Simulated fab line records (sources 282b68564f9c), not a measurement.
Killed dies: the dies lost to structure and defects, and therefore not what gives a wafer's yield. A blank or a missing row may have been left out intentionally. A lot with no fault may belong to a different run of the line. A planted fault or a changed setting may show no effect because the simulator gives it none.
Problem report in the 8D (eight disciplines) form, filled by code | flow rit-cmos | the parts of the form that need people (team, actions taken, sign-off) are left out

## 1. PROBLEM STATEMENT
Mean NSD_OVL at RIT_NSD_OVL_MEAS_06: -179.7 nm over 12 wafers in 4 lots; fault-free wafers: -0.1 nm, standard deviation 1.1. So: -99 or more standard deviations from the usual mean.
Earliest sighting: wafer L420.1 on overlay-02 at day 4 23:43. The record holds 48 wafers of 16 lots with a number at this step. Rule for "out", or "out of limits": more than 4 standard deviations from the usual mean. The other wafers with a number count as sound.

## 2. WHAT IT IS AND WHAT IT IS NOT
question                    | is                     | is not
which readings at this step | NSD_OVL                | -
which lots                  | L420, L421, L422, L423 | L414, L415, L416, L417, L418, L419, L427, L430, L433, L435, L436, L437
which wafers of those lots  | all that have a number | -
read on which gauges        | overlay-01, overlay-02 | -
when                        | from day 4 23:43       | up to then (18 sound wafers); but 18 sound wafers of L427, L430, L433, L435, L436, L437 came after

## 3. SUSPECTS, AND WHAT RULES EACH OUT
Counting: a tool at any process step up to the reading remains a suspect when it ran all the lots that are out and ran no sound lot after the first of those.
- the gauge at RIT_NSD_OVL_MEAS_06 is ruled out. Those wafers that are out were read across 2 gauges (overlay-01, overlay-02).
- iline-stepper-02 at RIT_NSD_EXPOSE_03 (exposes mask M9, target cd 40700 nm): kept. Every lot that is out went through it, starting with L420 (day 4 23:19), and after that it ran no sound lot; the last sound lot it ran before then is L419 (day 4 15:15).
After counting, what remains is iline-stepper-02 at RIT_NSD_EXPOSE_03.

## 4. THE CAUSE (what the simulator had put in)
Scanner matching overlay: iline-stepper-02, from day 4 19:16 on, at RIT_NSD_EXPOSE_03. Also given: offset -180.
After counting, this tool was the only one left.

## 5. SEQUENCE OF EFFECTS, ordered by route
One row per reading whose mean, taken over the struck wafers that have a number, lies over 3 standard deviations from the usual. Readings are gone through only where the record gives a usual standard deviation; hours: the median, over the lots, of the time from a lot's start at the first step in this table giving one to that lot's start at this step; sigmas: the change measured in usual standard deviations.
hours | step                | reading | usual   | on struck wafers | change | sigmas
0     | RIT_NSD_OVL_MEAS_06 | NSD_OVL | -0.1 nm | -179.7           | -179.6 | -99 or more

## 6. WHAT WOULD HAVE CAUGHT IT SOONER
The first out-of-limits reading at a measuring or inspecting step in this record came at day 4 23:43, 4 hours after the fault's start at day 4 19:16.
Lots out: 4; of these, L422, L423 started RIT_NSD_EXPOSE_03 on iline-stepper-02 after day 4 23:43. A hold on the tool at that time would have spared those 2.
